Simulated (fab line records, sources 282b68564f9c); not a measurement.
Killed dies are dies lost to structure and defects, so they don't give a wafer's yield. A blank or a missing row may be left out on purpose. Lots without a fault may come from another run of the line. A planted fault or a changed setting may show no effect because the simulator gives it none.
fab line records | flow rit_cmos
record lots=5 wafers=15 last_day=6
route steps=202 shown NWELL@30 PWELL@39 WELLDRIVE@50 NRETRO@53 PRETRO@64
lots that met no fault: from a run of the same line without faults
start_h: hours from the record's first day to the start of the lot's first wafer shown | wait_h: hours since the lot's step before | " the same as in the row above | L1.1+2: a row that stands for several wafers | - no value, or no start given | * or withheld: withheld | < > ~ a bound
route shown NAME@n: a module of which the file shows steps, and the number in the route of the first | usual: mean/standard deviation of fault-free wafers | same: alike in all rows | chamber/n: place in a boat | sites: the reading at each site | _std_site: their standard deviation | _edge_site: outer sites' mean less inner sites' | radius_mm: how far each site lies from the wafer's centre | mask NAME#n: copy n | behind: the tool/chamber that last shaped the wafer | hold: why the lot was held/for how many hours/how that ended | device: the transistor (n, p or np) that didn't switch | end of line: the same wafers' tests at the end of the route | a step without rows: its recipe alone | killed: dies lost to structure and defects at the first sort, not the wafer's yield | map: a wafer's dies, x killed, . not, _ none there
set.NAME: the setting as run; set.NAME@STEP: as run at that earlier step | model.NAME: the simulator's own value behind a step, which no gauge read
lots at some steps of the route; a table a step, a row a wafer
services: from which hour (start_h, from the record's first day; less than 0 if before it) a tool's chamber was out of use, for how many hours, and why
## steps
# step RIT_NWELL_SOFTBAKE_02
# recipe resist=NOVOLAK temp_c=90 time_s=60
# columns lot.wafer tool chamber start_h wait_h
L076.2+3+6 litho_track-04 0 31.37 0.1
L079.2+3+6 litho_track-02 0 45.49 0.1
L086.2+3+6 litho_track-03 0 82.67 0.1
L088.1+2+4 litho_track-04 0 90.38 0.1
L092.4+5+6 litho_track-03 0 112.10 0.1
# step RIT_NWELL_EXPOSE_03
# recipe mask_id=M2 na=0.57 target_cd_nm=43900 dose_mj=250
# usual exposure_dose_mJ_cm2=250.02/0.23
# columns lot.wafer tool chamber start_h wait_h mask exposure_dose_mJ_cm2
L076.2 iline_stepper-01 0 31.51 0.1 M2#0 249.90
L076.3 " 0 " " M2#0 250.16
L076.6 " 0 " " M2#0 249.98
L079.2 iline_stepper-02 0 45.76 0.2 M2#0 250.11
L079.3 " 0 " " M2#0 249.97
L079.6 " 0 " " M2#0 249.84
L086.2 iline_stepper-02 0 83.02 0.3 M2#0 250.15
L086.3 " 0 " " M2#0 250.02
L086.6 " 0 " " M2#0 250.10
L088.1 iline_stepper-01 0 90.53 0.1 M2#0 250.31
L088.2 " 0 " " M2#0 250.29
L088.4 " 0 " " M2#0 250.28
L092.4 iline_stepper-02 0 112.36 0.2 M2#0 250.06
L092.5 " 0 " " M2#0 249.74
L092.6 " 0 " " M2#0 250.30
# step RIT_NWELL_PEB_04
# recipe resist=NOVOLAK temp_c=withheld time_s=withheld
# columns lot.wafer tool chamber start_h wait_h
L076.2+3+6 litho_track-03 0 31.79 0.3
L079.2+3+6 litho_track-02 0 45.88 0.1
L086.2+3+6 litho_track-03 0 83.14 0.1
L088.1+2+4 litho_track-03 0 90.65 0.1
L092.4+5+6 litho_track-04 0 112.49 0.1
# step RIT_NWELL_DEVELOP_05
# recipe resist=NOVOLAK develop_time_s=68 dev_temp_c=23
# columns lot.wafer tool chamber start_h wait_h
L076.2+3+6 litho_track-03 0 - -
L079.2+3+6 litho_track-02 0 - -
L086.2+3+6 litho_track-03 0 - -
L088.1+2+4 litho_track-03 0 - -
L092.4+5+6 litho_track-04 0 - -
# step RIT_NWELL_OVL_MEAS_06
# usual NWELL_OVL=0.6/1.3
# columns lot.wafer tool chamber start_h wait_h NWELL_OVL[nm]
L076.2 overlay-01 - 32.08 - 0.5
L076.3 " - " " -1.0
L076.6 " - " " -0.7
L079.2 overlay-02 - 46.17 - 1.4
L079.3 " - " " 1.5
L079.6 " - " " 1.6
L086.2 overlay-02 - 83.43 - 1.3
L086.3 " - " " 0.2
L086.6 " - " " 3.6
L088.1 overlay-01 - 90.96 - 2.0
L088.2 " - " " -0.5
L088.4 " - " " 1.6
L092.4 overlay-02 - 112.75 - 1.0
L092.5 " - " " 0.5
L092.6 " - " " 0.8
# step RIT_NWELL_HARDBAKE_07
# recipe resist=NOVOLAK temp_c=140 time_s=120
# columns lot.wafer tool chamber start_h wait_h
L076.2+3+6 litho_track-03 0 32.27 0.2
L079.2+3+6 litho_track-03 0 46.24 0.1
L086.2+3+6 litho_track-02 0 83.50 0.1
L088.1+2+4 litho_track-04 0 91.00 0.0
L092.4+5+6 litho_track-02 0 112.89 0.1
# step RIT_NWELL_IMPLANT_08
# recipe species=P energy_kev=170 dose_cm2=4.931e+13 tilt_deg=7
# usual beam_energy_keV=170.00/0.056 dose_ions_cm2=4.93e+13/6.1e+10 faraday_current_uA=156/3.3
# columns lot.wafer tool chamber start_h wait_h beam_energy_keV dose_ions_cm2 faraday_current_uA
L076.2 implanter-03 0 32.50 0.2 170.02 4.926e+13 158
L076.3 " 0 " " 169.97 4.935e+13 161
L076.6 " 0 " " 170.02 4.922e+13 157
L079.2 implanter-01 0 46.48 0.2 170.04 4.931e+13 155
L079.3 " 0 " " 169.97 4.938e+13 158
L079.6 " 0 " " 169.99 4.925e+13 154
L086.2 implanter-03 0 83.74 0.2 170.00 4.93e+13 158
L086.3 " 0 " " 169.94 4.929e+13 156
L086.6 " 0 " " 169.90 4.928e+13 153
L088.1 implanter-04 0 91.25 0.2 169.90 4.925e+13 160
L088.2 " 0 " " 169.93 4.928e+13 155
L088.4 " 0 " " 169.95 4.923e+13 154
L092.4 implanter-04 0 113.09 0.2 170.06 4.925e+13 156
L092.5 " 0 " " 169.99 4.923e+13 153
L092.6 " 0 " " 170.09 4.929e+13 152
# step RIT_NWELL_STRIP_09
# recipe chemistry=O2 time_s=180 resist=NOVOLAK platen_temp_c=withheld power_w=500 pressure_mtorr=4000 o2_flow_sccm=4000
# usual drypump_motor_current_A=5.7/0.36
# columns lot.wafer tool chamber start_h wait_h drypump_motor_current_A rf_hours_counter_h
L076.2 plasma_asher-03 1 32.63 0.1 5.2 37
L076.3 " 0 " " 5.5 -
L076.6 " 1 " " 5.2 -
L079.2 plasma_asher-01 0 46.60 0.1 6.3 40
L079.3 " 0 " " 6.3 -
L079.6 " 1 " " 5.5 -
L086.2 plasma_asher-02 1 83.86 0.1 5.8 45
L086.3 " 0 " " 5.5 -
L086.6 " 0 " " 5.5 -
L088.1 plasma_asher-01 1 91.40 0.1 5.5 45
L088.2 " 0 " " 6.2 45
L088.4 " 0 " " 6.2 -
L092.4 plasma_asher-01 1 113.23 0.1 5.5 -
L092.5 " 1 " " 5.5 -
L092.6 " 0 " " 6.2 -
# step RIT_NWELL_TW_MEAS_10
# usual NWELL_TW=2120/18
# columns lot.wafer tool chamber start_h wait_h NWELL_TW
L076.2 film_metro-02 - 32.81 0.1 2099
L076.3 " - " " 2120
L076.6 " - " " 2110
L079.2 film_metro-02 - 46.79 0.1 2100
L079.3 " - " " 2109
L079.6 " - " " 2102
L086.2 film_metro-03 - 84.05 0.1 2132
L086.3 " - " " 2132
L086.6 " - " " 2139
L088.1 film_metro-02 - 91.58 0.1 2086
L088.2 " - " " 2094
L088.4 " - " " 2098
L092.4 film_metro-03 - 113.37 0.1 2127
L092.5 " - " " 2115
L092.6 " - " " 2126
# step RIT_PWELL_HMDS_00
# recipe prime_time_s=60 prime_temp_c=140
# usual prime_temp_c=140.00/0.14
# columns lot.wafer tool chamber start_h wait_h prime_temp_c
L076.2 litho_track-03 0 32.89 0.1 140.01
L076.3 " 0 " " 139.72
L076.6 " 0 " " 139.91
L079.2 litho_track-03 0 46.86 0.1 140.07
L079.3 " 0 " " 139.92
L079.6 " 0 " " 140.02
L086.2 litho_track-02 0 84.12 0.1 140.11
L086.3 " 0 " " 139.99
L086.6 " 0 " " 139.86
L088.1 litho_track-01 0 91.64 0.1 139.91
L088.2 " 0 " " 140.13
L088.4 " 0 " " 140.08
L092.4 litho_track-02 0 113.54 0.2 140.14
L092.5 " 0 " " 140.03
L092.6 " 0 " " 139.93
# step RIT_PWELL_COAT_01
# recipe resist=NOVOLAK spin_rpm=2000 resist_thk_nm=1300
# columns lot.wafer tool chamber start_h wait_h
L076.2+3+6 litho_track-03 0 33.04 0.1
L079.2+3+6 litho_track-03 0 47.01 0.1
L086.2+3+6 litho_track-02 0 84.27 0.1
L088.1+2+4 litho_track-01 0 91.79 0.1
L092.4+5+6 litho_track-02 0 113.69 0.1
# step RIT_PWELL_SOFTBAKE_02
# recipe resist=NOVOLAK temp_c=90 time_s=60
# columns lot.wafer tool chamber start_h wait_h
L076.2+3+6 litho_track-03 0 33.19 0.1
L079.2+3+6 litho_track-03 0 47.16 0.1
L086.2+3+6 litho_track-02 0 84.42 0.1
L088.1+2+4 litho_track-01 0 91.94 0.1
L092.4+5+6 litho_track-02 0 113.84 0.1
# step RIT_PWELL_EXPOSE_03
# recipe mask_id=M3 na=0.57 target_cd_nm=43700 dose_mj=250
# usual exposure_dose_mJ_cm2=250.04/0.22
# columns lot.wafer tool chamber start_h wait_h mask exposure_dose_mJ_cm2
L076.2 iline_stepper-01 0 33.33 0.1 M3#0 249.92
L076.3 " 0 " " M3#0 250.17
L076.6 " 0 " " M3#0 250.13
L079.2 iline_stepper-02 0 47.31 0.1 M3#0 249.88
L079.3 " 0 " " M3#0 250.08
L079.6 " 0 " " M3#0 250.07
L086.2 iline_stepper-01 0 84.57 0.1 M3#0 250.06
L086.3 " 0 " " M3#0 249.98
L086.6 " 0 " " M3#0 250.13
L088.1 iline_stepper-02 0 92.21 0.2 M3#0 249.94
L088.2 " 0 " " M3#0 250.10
L088.4 " 0 " " M3#0 250.30
L092.4 iline_stepper-02 0 114.10 0.2 M3#0 250.30
L092.5 " 0 " " M3#0 250.28
L092.6 " 0 " " M3#0 250.19
# step RIT_PWELL_PEB_04
# recipe resist=NOVOLAK temp_c=withheld time_s=withheld
# columns lot.wafer tool chamber start_h wait_h
L076.2+3+6 litho_track-03 0 33.46 0.1
L079.2+3+6 litho_track-03 0 47.43 0.1
L086.2+3+6 litho_track-03 0 84.69 0.1
L088.1+2+4 litho_track-03 0 92.33 0.1
L092.4+5+6 litho_track-02 0 114.23 0.1
# step RIT_PWELL_DEVELOP_05
# recipe resist=NOVOLAK develop_time_s=68 dev_temp_c=23
# columns lot.wafer tool chamber start_h wait_h
L076.2+3+6 litho_track-03 0 - -
L079.2+3+6 litho_track-03 0 - -
L086.2+3+6 litho_track-03 0 - -
L088.1+2+4 litho_track-03 0 - -
L092.4+5+6 litho_track-02 0 - -
# step RIT_PWELL_OVL_MEAS_06
# usual PWELL_OVL=-0.7/1.4
# columns lot.wafer tool chamber start_h wait_h PWELL_OVL[nm]
L076.2 overlay-01 - 33.75 - 1.2
L076.3 " - " " 1.5
L076.6 " - " " 0.0
L079.2 overlay-01 - 53.25 - 0.4
L079.3 " - " " 3.0
L079.6 " - " " 0.8
L086.2 overlay-02 - 84.98 - -0.6
L086.3 " - " " -1.8
L086.6 " - " " -1.8
L088.1 overlay-01 - 92.64 - -0.4
L088.2 " - " " -1.1
L088.4 " - " " -2.0
L092.4 overlay-01 - 114.49 - 0.4
L092.5 " - " " -0.4
L092.6 " - " " -1.2
# step RIT_PWELL_HARDBAKE_07
# recipe resist=NOVOLAK temp_c=139.2 time_s=120
# columns lot.wafer tool chamber start_h wait_h
L076.2+3+6 litho_track-01 0 33.90 0.1
L079.2+3+6 litho_track-01 0 53.32 0.1
L086.2+3+6 litho_track-03 0 85.06 0.1
L088.1+2+4 litho_track-01 0 92.68 0.0
L092.4+5+6 litho_track-01 0 114.63 0.1
# step RIT_PWELL_IMPLANT_08
# recipe species=B energy_kev=170 dose_cm2=7e+13 tilt_deg=7
# usual beam_energy_keV=170.00/0.056 dose_ions_cm2=6.999e+13/8.4e+10 faraday_current_uA=222/4.5
# columns lot.wafer tool chamber start_h wait_h beam_energy_keV dose_ions_cm2 faraday_current_uA
L076.2 implanter-03 0 34.13 0.2 169.96 7.009e+13 211
L076.3 " 0 " " 169.90 6.99e+13 216
L076.6 " 0 " " 169.92 7e+13 223
L079.2 implanter-01 0 53.55 0.2 170.02 7.012e+13 225
L079.3 " 0 " " 170.10 7.013e+13 231
L079.6 " 0 " " 170.11 7.006e+13 212
L086.2 implanter-01 0 85.29 0.2 170.04 6.999e+13 223
L086.3 " 0 " " 170.02 6.997e+13 223
L086.6 " 0 " " 170.02 6.993e+13 221
L088.1 implanter-02 0 92.93 0.2 170.05 6.992e+13 226
L088.2 " 0 " " 170.01 6.991e+13 223
L088.4 " 0 " " 170.07 6.994e+13 228
L092.4 implanter-01 0 114.83 0.2 170.08 7.002e+13 220
L092.5 " 0 " " 170.11 6.994e+13 223
L092.6 " 0 " " 170.05 6.997e+13 223
# step RIT_PWELL_STRIP_09
# recipe chemistry=O2 time_s=180 resist=NOVOLAK platen_temp_c=withheld power_w=500 pressure_mtorr=4000 o2_flow_sccm=4000
# usual drypump_motor_current_A=5.55/0.21
# columns lot.wafer tool chamber start_h wait_h drypump_motor_current_A rf_hours_counter_h
L076.2 plasma_asher-03 1 34.26 0.1 5.17 38
L076.3 " 1 " " 5.17 -
L076.6 " 1 " " 5.15 -
L079.2 plasma_asher-04 0 53.68 0.1 5.56 25
L079.3 " 0 " " 5.54 -
L079.6 " 1 " " 5.78 -
L086.2 plasma_asher-02 0 85.41 0.1 5.49 45
L086.3 " 0 " " 5.50 -
L086.6 " 0 " " 5.47 -
L088.1 plasma_asher-03 1 93.08 0.1 5.18 44
L088.2 " 0 " " 5.53 44
L088.4 " 0 " " 5.51 -
L092.4 plasma_asher-02 1 114.97 0.1 5.80 -
L092.5 " 1 " " 5.80 -
L092.6 " 0 " " 5.48 -
# step RIT_PWELL_TW_MEAS_10
# usual PWELL_TW=947/7.3
# columns lot.wafer tool chamber start_h wait_h PWELL_TW
L076.2 film_metro-01 - 34.44 0.1 942
L076.3 " - " " 945
L076.6 " - " " 938
L079.2 film_metro-01 - 53.86 0.1 934
L079.3 " - " " 935
L079.6 " - " " 931
L086.2 film_metro-03 - 85.60 0.1 950
L086.3 " - " " 951
L086.6 " - " " 954
L088.1 film_metro-03 - 93.26 0.1 959
L088.2 " - " " 958
L088.4 " - " " 961
L092.4 film_metro-01 - 115.11 0.1 948
L092.5 " - " " 954
L092.6 " - " " 954
# step RIT_WELLDRIVE_ANNEAL_00
# recipe temp_c=1100 time_s=14700 ambient=N2
# usual spike_tc_centre_C=1102.2/1.3 tube_center_temp_C=1100/0.1
# columns lot.wafer tool chamber start_h wait_h spike_tc_centre_C tube_center_temp_C
L076.2 furnace-01 0 35.19 0.7 1100.6 1100
L076.3 " 0 " " 1101.2 1100.2
L076.6 " 0 " " 1099.3 1099.9
L079.2 furnace-01 0 53.91 0.0 1100.7 1100.1
L079.3 " 0 " " 1101.9 1100.1
L079.6 " 0 " " 1102.4 1099.9
L086.2 furnace-03 0 85.89 0.3 1104.3 1100
L086.3 " 0 " " 1104.8 1099.8
L086.6 " 0 " " 1104.3 1100.1
L088.1 furnace-04 0 93.32 0.1 1100.8 1099.9
L088.2 " 0 " " 1102.3 1100.1
L088.4 " 0 " " 1101.0 1100.1
L092.4 furnace-01 0 115.92 0.8 1101.3 1099.9
L092.5 " 0 " " 1102.1 1099.9
L092.6 " 0 " " 1101.3 1100
# step RIT_WELLDRIVE_RS_MEAS_01
# recipe thk_meas_gauge=four-point-probe
# usual NWELL_RS=278.0/0.87
# columns lot.wafer tool chamber start_h wait_h NWELL_RS[ohm/sq]
L076.2 film_metro-03 - 40.29 0.0 277.3
L076.3 " - " " 276.4
L076.6 " - " " 276.6
L079.2 film_metro-02 - 59.02 0.0 277.3
L079.3 " - " " 277.2
L079.6 " - " " 277.7
L086.2 film_metro-03 - 90.99 0.0 278.6
L086.3 " - " " 279.0
L086.6 " - " " 278.4
L088.1 film_metro-02 - 98.40 0.0 278.8
L088.2 " - " " 277.7
L088.4 " - " " 278.9
L092.4 film_metro-01 - 121.06 0.1 279.4
L092.5 " - " " 278.6
L092.6 " - " " 278.5
# step RIT_WELLDRIVE_RS_MEAS_02
# recipe thk_meas_gauge=four-point-probe
# usual PWELL_RS=429.5/1.4
# columns lot.wafer tool chamber start_h wait_h PWELL_RS[ohm/sq]
L076.2 film_metro-03 - 40.41 0.1 429.2
L076.3 " - " " 429.8
L076.6 " - " " 431.2
L079.2 film_metro-02 - 59.14 0.1 430.3
L079.3 " - " " 430.0
L079.6 " - " " 428.6
L086.2 film_metro-03 - 91.11 0.1 429.1
L086.3 " - " " 429.3
L086.6 " - " " 429.0
L088.1 film_metro-02 - 98.52 0.1 428.7
L088.2 " - " " 428.9
L088.4 " - " " 428.7
L092.4 film_metro-01 - 121.18 0.1 431.9
L092.5 " - " " 430.2
L092.6 " - " " 429.3
# step RIT_NRETRO_HMDS_00
# recipe prime_time_s=60 prime_temp_c=140
# usual prime_temp_c=140.00/0.14
# columns lot.wafer tool chamber start_h wait_h prime_temp_c
L076.2 litho_track-01 0 40.54 0.1 140.08
L076.3 " 0 " " 140.14
L076.6 " 0 " " 139.92
L079.2 litho_track-01 0 59.26 0.1 140.19
L079.3 " 0 " " 140.11
L079.6 " 0 " " 140.07
L086.2 litho_track-03 0 91.24 0.1 140.18
L086.3 " 0 " " 140.03
L086.6 " 0 " " 140.24
L088.1 litho_track-01 0 98.64 0.1 140.05
L088.2 " 0 " " 139.88
L088.4 " 0 " " 139.91
L092.4 litho_track-03 0 121.32 0.1 139.96
L092.5 " 0 " " 139.90
L092.6 " 0 " " 140.08
# step RIT_NRETRO_COAT_01
# recipe resist=NOVOLAK spin_rpm=2000 resist_thk_nm=1300
# columns lot.wafer tool chamber start_h wait_h
L076.2+3+6 litho_track-01 0 40.69 0.1
L079.2+3+6 litho_track-01 0 59.41 0.1
L086.2+3+6 litho_track-03 0 91.39 0.1
L088.1+2+4 litho_track-01 0 98.79 0.1
L092.4+5+6 litho_track-03 0 121.47 0.1
# step RIT_NRETRO_SOFTBAKE_02
# recipe resist=NOVOLAK temp_c=90 time_s=60
# columns lot.wafer tool chamber start_h wait_h
L076.2+3+6 litho_track-01 0 40.84 0.1
L079.2+3+6 litho_track-01 0 59.56 0.1
L086.2+3+6 litho_track-03 0 91.54 0.1
L088.1+2+4 litho_track-01 0 98.94 0.1
L092.4+5+6 litho_track-03 0 121.62 0.1
# step RIT_NRETRO_EXPOSE_03
# recipe mask_id=M4 na=0.57 target_cd_nm=43900 dose_mj=250
# usual exposure_dose_mJ_cm2=249.93/0.24
# columns lot.wafer tool chamber start_h wait_h mask exposure_dose_mJ_cm2
L076.2 iline_stepper-02 0 41.11 0.2 M4#0 249.66
L076.3 " 0 " " M4#0 250.07
L076.6 " 0 " " M4#0 249.80
L079.2 iline_stepper-01 0 59.83 0.2 M4#0 249.99
L079.3 " 0 " " M4#0 249.79
L079.6 " 0 " " M4#0 249.97
L086.2 iline_stepper-01 0 91.81 0.2 M4#0 249.68
L086.3 " 0 " " M4#0 249.97
L086.6 " 0 " " M4#0 249.79
L088.1 iline_stepper-02 0 99.09 0.1 M4#0 249.85
L088.2 " 0 " " M4#0 249.75
L088.4 " 0 " " M4#0 250.06
L092.4 iline_stepper-01 0 121.88 0.2 M4#0 249.59
L092.5 " 0 " " M4#0 249.98
L092.6 " 0 " " M4#0 249.65
# step RIT_NRETRO_PEB_04
# recipe resist=NOVOLAK temp_c=withheld time_s=withheld
# columns lot.wafer tool chamber start_h wait_h
L076.2+3+6 litho_track-04 0 41.23 0.1
L079.2+3+6 litho_track-01 0 59.95 0.1
L086.2+3+6 litho_track-01 0 92.11 0.3
L088.1+2+4 litho_track-04 0 99.25 0.1
L092.4+5+6 litho_track-01 0 122.01 0.1
# step RIT_NRETRO_DEVELOP_05
# recipe resist=NOVOLAK develop_time_s=68 dev_temp_c=23
# columns lot.wafer tool chamber start_h wait_h
L076.2+3+6 litho_track-04 0 - -
L079.2+3+6 litho_track-01 0 - -
L086.2+3+6 litho_track-01 0 - -
L088.1+2+4 litho_track-04 0 - -
L092.4+5+6 litho_track-01 0 - -
# step RIT_NRETRO_OVL_MEAS_06
# usual NRETRO_OVL=-0.4/1.5
# columns lot.wafer tool chamber start_h wait_h NRETRO_OVL[nm]
L076.2 overlay-02 - 41.52 - 0.5
L076.3 " - " " -1.1
L076.6 " - " " -1.0
L079.2 overlay-01 - 60.25 - 0.1
L079.3 " - " " 1.1
L079.6 " - " " -0.8
L086.2 overlay-01 - 92.40 - -0.7
L086.3 " - " " -0.3
L086.6 " - " " 0.3
L088.1 overlay-01 - 99.57 - -1.6
L088.2 " - " " 0.7
L088.4 " - " " -1.8
L092.4 overlay-02 - 122.27 - -2.9
L092.5 " - " " -0.7
L092.6 " - " " -0.4
# step RIT_NRETRO_HARDBAKE_07
# recipe resist=NOVOLAK temp_c=140 time_s=120
# columns lot.wafer tool chamber start_h wait_h
L076.2+3+6 litho_track-04 0 41.60 0.1
L079.2+3+6 litho_track-04 0 60.38 0.1
L086.2+3+6 litho_track-01 0 92.48 0.1
L088.1+2+4 litho_track-04 0 99.60 0.0
L092.4+5+6 litho_track-04 0 122.41 0.1
# step RIT_NRETRO_IMPLANT_08
# recipe species=P energy_kev=70 dose_cm2=1e+13 tilt_deg=7
# usual beam_energy_keV=70.002/0.022 dose_ions_cm2=9.999e+12/1.1e+10 faraday_current_uA=31.7/0.66
# columns lot.wafer tool chamber start_h wait_h beam_energy_keV dose_ions_cm2 faraday_current_uA
L076.2 implanter-02 0 41.83 0.2 70.004 9.982e+12 31.5
L076.3 " 0 " " 70.013 9.997e+12 32.3
L076.6 " 0 " " 69.981 9.997e+12 31.2
L079.2 implanter-04 0 60.62 0.2 69.979 9.997e+12 30.9
L079.3 " 0 " " 70.006 9.973e+12 32.2
L079.6 " 0 " " 70.011 1.0016e+13 31.4
L086.2 implanter-02 0 92.71 0.2 69.997 9.984e+12 30.9
L086.3 " 0 " " 69.948 1.0019e+13 32.9
L086.6 " 0 " " 69.975 9.992e+12 31.4
L088.1 implanter-03 0 99.85 0.2 69.980 1.0004e+13 31.1
L088.2 " 0 " " 69.987 1.001e+13 32.5
L088.4 " 0 " " 69.970 1.0022e+13 31.6
L092.4 implanter-03 0 122.61 0.2 69.973 1e+13 30.9
L092.5 " 0 " " 69.993 9.991e+12 32.0
L092.6 " 0 " " 69.976 9.995e+12 31.5
# step RIT_NRETRO_STRIP_09
# recipe chemistry=O2 time_s=180 resist=NOVOLAK platen_temp_c=withheld power_w=500 pressure_mtorr=4000 o2_flow_sccm=4000
# usual drypump_motor_current_A=5.73/0.26
# columns lot.wafer tool chamber start_h wait_h drypump_motor_current_A rf_hours_counter_h
L076.2 plasma_asher-04 1 41.95 0.1 5.78 24
L076.3 " 1 " " 5.76 -
L076.6 " 1 " " 5.76 -
L079.2 plasma_asher-01 1 60.74 0.1 5.53 41
L079.3 " 1 " " 5.53 -
L079.6 " 1 " " 5.52 -
L086.2 plasma_asher-04 1 92.83 0.1 5.79 28
L086.3 " 1 " " 5.79 -
L086.6 " 0 " " 5.52 -
L088.1 plasma_asher-04 0 100.00 0.1 5.54 29
L088.2 " 1 " " 5.76 29
L088.4 " 0 " " 5.55 -
L092.4 plasma_asher-04 1 122.74 0.1 5.81 -
L092.5 " 0 " " 5.55 -
L092.6 " 1 " " 5.77 -
# step RIT_NRETRO_TW_MEAS_10
# usual NRETRO_TW=1044/12
# columns lot.wafer tool chamber start_h wait_h NRETRO_TW
L076.2 film_metro-04 - 42.14 0.1 1060
L076.3 " - " " 1051
L076.6 " - " " 1055
L079.2 film_metro-02 - 60.93 0.1 1028
L079.3 " - " " 1030
L079.6 " - " " 1028
L086.2 film_metro-02 - 93.02 0.1 1034
L086.3 " - " " 1034
L086.6 " - " " 1032
L088.1 film_metro-02 - 100.18 0.1 1033
L088.2 " - " " 1037
L088.4 " - " " 1039
L092.4 film_metro-02 - 122.89 0.1 1045
L092.5 " - " " 1042
L092.6 " - " " 1043
# step RIT_PRETRO_HMDS_00
# recipe prime_time_s=60 prime_temp_c=140
# usual prime_temp_c=140.03/0.13
# columns lot.wafer tool chamber start_h wait_h prime_temp_c
L076.2 litho_track-04 0 42.31 0.2 139.89
L076.3 " 0 " " 140.02
L076.6 " 0 " " 140.18
L079.2 litho_track-04 0 61.00 0.1 139.88
L079.3 " 0 " " 140.04
L079.6 " 0 " " 139.91
L086.2 litho_track-01 0 93.09 0.1 139.96
L086.3 " 0 " " 139.99
L086.6 " 0 " " 140.11
L088.1 litho_track-01 0 100.24 0.1 140.09
L088.2 " 0 " " 140.14
L088.4 " 0 " " 140.11
L092.4 litho_track-04 0 122.99 0.1 139.96
L092.5 " 0 " " 139.86
L092.6 " 0 " " 139.95
# step RIT_PRETRO_COAT_01
# recipe resist=NOVOLAK spin_rpm=2000 resist_thk_nm=1300
# columns lot.wafer tool chamber start_h wait_h
L076.2+3+6 litho_track-04 0 42.46 0.1
L079.2+3+6 litho_track-04 0 61.15 0.1
L086.2+3+6 litho_track-01 0 93.24 0.1
L088.1+2+4 litho_track-01 0 100.39 0.1
L092.4+5+6 litho_track-04 0 123.14 0.1
# step RIT_PRETRO_SOFTBAKE_02
# recipe resist=NOVOLAK temp_c=90 time_s=60
# columns lot.wafer tool chamber start_h wait_h
L076.2+3+6 litho_track-04 0 42.61 0.1
L079.2+3+6 litho_track-04 0 61.30 0.1
L086.2+3+6 litho_track-01 0 93.39 0.1
L088.1+2+4 litho_track-01 0 100.54 0.1
L092.4+5+6 litho_track-04 0 123.29 0.1
# step RIT_PRETRO_EXPOSE_03
# recipe mask_id=M5 na=0.57 target_cd_nm=43700 dose_mj=250
# usual exposure_dose_mJ_cm2=249.98/0.24
# columns lot.wafer tool chamber start_h wait_h mask exposure_dose_mJ_cm2
L076.2 iline_stepper-02 0 42.76 0.1 M5#0 250.05
L076.3 " 0 " " M5#0 250.21
L076.6 " 0 " " M5#0 250.17
L079.2 iline_stepper-01 0 61.57 0.2 M5#0 250.19
L079.3 " 0 " " M5#0 250.00
L079.6 " 0 " " M5#0 249.97
L086.2 iline_stepper-01 0 93.66 0.2 M5#0 249.99
L086.3 " 0 " " M5#0 249.93
L086.6 " 0 " " M5#0 250.14
L088.1 iline_stepper-02 0 100.75 0.2 M5#0 249.83
L088.2 " 0 " " M5#0 249.91
L088.4 " 0 " " M5#0 249.65
L092.4 iline_stepper-02 0 123.43 0.1 M5#0 249.94
L092.5 " 0 " " M5#0 250.08
L092.6 " 0 " " M5#0 250.19
# step RIT_PRETRO_PEB_04
# recipe resist=NOVOLAK temp_c=withheld time_s=withheld
# columns lot.wafer tool chamber start_h wait_h
L076.2+3+6 litho_track-04 0 42.88 0.1
L079.2+3+6 litho_track-02 0 61.69 0.1
L086.2+3+6 litho_track-04 0 93.79 0.1
L088.1+2+4 litho_track-01 0 100.87 0.1
L092.4+5+6 litho_track-04 0 123.56 0.1
# step RIT_PRETRO_DEVELOP_05
# recipe resist=NOVOLAK develop_time_s=68 dev_temp_c=23
# columns lot.wafer tool chamber start_h wait_h
L076.2+3+6 litho_track-04 0 - -
L079.2+3+6 litho_track-02 0 - -
L086.2+3+6 litho_track-04 0 - -
L088.1+2+4 litho_track-01 0 - -
L092.4+5+6 litho_track-04 0 - -
# step RIT_PRETRO_OVL_MEAS_06
# usual PRETRO_OVL=0.9/1.4
# columns lot.wafer tool chamber start_h wait_h PRETRO_OVL[nm]
L076.2 overlay-02 - 43.17 - 1.6
L076.3 " - " " 0.2
L076.6 " - " " -0.2
L079.2 overlay-01 - 61.99 - 1.4
L079.3 " - " " 0.1
L079.6 " - " " -0.4
L086.2 overlay-01 - 94.08 - 2.1
L086.3 " - " " -1.5
L086.6 " - " " 0.1
L088.1 overlay-01 - 101.18 - 1.0
L088.2 " - " " 2.4
L088.4 " - " " 1.5
L092.4 overlay-02 - 123.82 - 1.5
L092.5 " - " " 2.5
L092.6 " - " " 1.5
# step RIT_PRETRO_HARDBAKE_07
# recipe resist=NOVOLAK temp_c=141 time_s=120
# columns lot.wafer tool chamber start_h wait_h
L076.2+3+6 litho_track-04 0 43.24 0.1
L079.2+3+6 litho_track-01 0 62.06 0.1
L086.2+3+6 litho_track-02 0 94.15 0.1
L088.1+2+4 litho_track-02 0 101.21 0.0
L092.4+5+6 litho_track-02 0 123.96 0.1
# step RIT_PRETRO_IMPLANT_08
# recipe species=B energy_kev=45 dose_cm2=1.2e+13 tilt_deg=7
# usual beam_energy_keV=44.999/0.015 dose_ions_cm2=1.2003e+13/1.4e+10 faraday_current_uA=38.1/0.81
# columns lot.wafer tool chamber start_h wait_h beam_energy_keV dose_ions_cm2 faraday_current_uA
L076.2 implanter-04 0 43.48 0.2 44.988 1.2003e+13 37.9
L076.3 " 0 " " 44.978 1.1989e+13 39.8
L076.6 " 0 " " 44.993 1.2002e+13 38.3
L079.2 implanter-02 0 62.29 0.2 44.970 1.1983e+13 40.1
L079.3 " 0 " " 45.008 1.2013e+13 38.7
L079.6 " 0 " " 44.967 1.1983e+13 38.3
L086.2 implanter-02 0 94.39 0.2 44.996 1.1987e+13 38.8
L086.3 " 0 " " 44.990 1.2003e+13 38.1
L086.6 " 0 " " 44.998 1.2013e+13 40.2
L088.1 implanter-04 0 101.47 0.2 44.997 1.1996e+13 39.0
L088.2 " 0 " " 44.998 1.2009e+13 38.9
L088.4 " 0 " " 44.998 1.1995e+13 37.6
L092.4 implanter-02 0 124.16 0.2 44.996 1.2019e+13 38.8
L092.5 " 0 " " 44.997 1.1998e+13 39.5
L092.6 " 0 " " 45.008 1.2004e+13 37.0
## services
# columns tool chamber start_h hours kind
implanter-04 - 38.71 4.0 pm
iline_stepper-02 - 52.71 1.7 pm
iline_stepper-02 0 55.42 - calibration
plasma_asher-04 - 66.03 15.6 pm
implanter-01 - 89.01 4.1 pm
iline_stepper-01 - 96.02 1.7 pm
implanter-02 - 97.54 2.6 repair
iline_stepper-01 0 105.76 - calibration
plasma_asher-03 - 108.75 9.0 pm
plasma_asher-03 0 108.75 9.0 vent_cycle
plasma_asher-03 1 108.75 9.0 vent_cycle
implanter-03 - 113.57 6.3 pm
plasma_asher-03 0 117.75 - clean
plasma_asher-03 1 117.75 - clean
## key
fault none
